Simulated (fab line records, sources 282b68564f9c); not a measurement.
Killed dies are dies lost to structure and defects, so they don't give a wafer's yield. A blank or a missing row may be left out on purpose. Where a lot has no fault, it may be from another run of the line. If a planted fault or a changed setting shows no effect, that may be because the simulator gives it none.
Split-lot experiment	flow rit_cmos	5 lots, 23 wafers read, on a route of 202 steps

THE SPLIT
At RIT_ACTIVE_DEVELOP_10 (develop time 50 s), the setting develop_time_s was moved away from the recipe's 50 s on 7 of the 23 wafers read, by -12.9% to -6.3%. The other wafers ran this setting at the recipe's value.

FROM THE SPLIT TO THE READING: what the file shows between them, 4 steps
- RIT_ACTIVE_CD_MEAS_11: target cd 1400 nm
- RIT_ACTIVE_HARDBAKE_12: time 60 s
- RIT_ACTIVE_ETCH_13: etches Si3N4 in SF6, stops on SiO2, time 210 s, target depth 210 nm
- RIT_ACTIVE_STRIP_14: strips in O2, time 180 s

THE READING
cd_nm (nm) at RIT_ACTIVE_CD_MEAS_90, where the cd target is 1400 nm. On this fab line, fault-free wafers typically give 1399.6 nm with a standard deviation of 1.7 nm.

wafer	tool, chamber at the split	develop_time_s as run, s	against the recipe	cd_nm, nm	against lot-mates on the recipe
L076.1	litho_track-03, 0	50	recipe	1398.5	-
L076.2	litho_track-03, 0	50	recipe	1399.4	-
L076.3	litho_track-03, 0	50	recipe	1399.4	-
L076.4	litho_track-03, 0	43.54	-12.9%	1414.2	+15.1
L076.6	litho_track-03, 0	43.54	-12.9%	1414.9	+15.8
L081.1	litho_track-03, 0	45.58	-8.8%	1408.2	+7.3
L081.2	litho_track-03, 0	45.58	-8.8%	1410.4	+9.5
L081.4	litho_track-03, 0	50	recipe	1402.2	-
L081.5	litho_track-03, 0	45.58	-8.8%	1409.7	+8.8
L081.6	litho_track-03, 0	50	recipe	1399.6	-
L082.1	litho_track-01, 0	46.87	-6.3%	1403.9	+6.3
L082.2	litho_track-01, 0	50	recipe	1397.2	-
L082.3	litho_track-01, 0	50	recipe	1399.0	-
L082.5	litho_track-01, 0	50	recipe	1396.7	-
L082.6	litho_track-01, 0	46.87	-6.3%	1401.4	+3.8
L084.2	litho_track-01, 0	50	recipe	1401.7	-
L084.3	litho_track-01, 0	50	recipe	1400.0	-
L084.4	litho_track-01, 0	50	recipe	1401.3	-
L085.1	litho_track-01, 0	50	recipe	1398.1	-
L085.3	litho_track-01, 0	50	recipe	1399.0	-
L085.4	litho_track-01, 0	50	recipe	1397.0	-
L085.5	litho_track-01, 0	50	recipe	1398.5	-
L085.6	litho_track-01, 0	50	recipe	1400.6	-

FIT RESULTS
A straight line over all 23 wafers: cd_nm changes by -1.11 nm for each +1% of develop_time_s; r = -0.94; the points scatter about the line by 1.9 nm.
The same after taking each lot's own level away (the mean of its wafers on the recipe; 23 wafers): -1.08 nm for each +1%; r = -0.97; scatter 1.3 nm.
According to that fit, moving develop_time_s by its largest amount changes the reading by 14 nm.
The span of the lots' own levels, 1397.63 to 1401.00 nm, comes to 2.0 times the standard deviation stated above.
Hence the lot-to-lot level has little effect on the slope; both slopes agree.
Check: +13.3 nm against its lot-mates is what the line predicts for one of the wafers moved furthest among these (-12.9%) when that wafer is left out of the fit. It came out at +15.1 nm against them.

OTHER SPLITS APPLIED TO THESE WAFERS
Before the reading, these wafers also passed through other splits. Each is held against what the fit with the lots' levels taken away leaves over:
other split on the same wafers	wafers away from the commonest value	r with cd_nm (lot level and that fit taken away)
RIT_ACTIVE_OXIDATION_01 ox_time_s	15	-0.26

THE WHOLE CHAIN: every reading that the file lists as answering this split, in the file's order
step	what it does	reading	change (the file's fit)	r (the file's)
RIT_ACTIVE_CD_MEAS_11	target cd 1400 nm	cd_nm	-1.09 nm for each +1% of the setting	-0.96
RIT_ACTIVE_ETCH_13	etches Si3N4 in SF6, stops on SiO2, time 210 s, target depth 210 nm	ACTIVE.cd_nm (the simulator's own value, which no gauge read)	-1.06 nm for each +1% of the setting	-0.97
RIT_ACTIVE_CD_MEAS_90	target cd 1400 nm	cd_nm	-1.08 nm for each +1% of the setting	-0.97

FILE'S OWN FIT
cd_nm changes by -1.08 nm for each +1% of develop_time_s, r = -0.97.
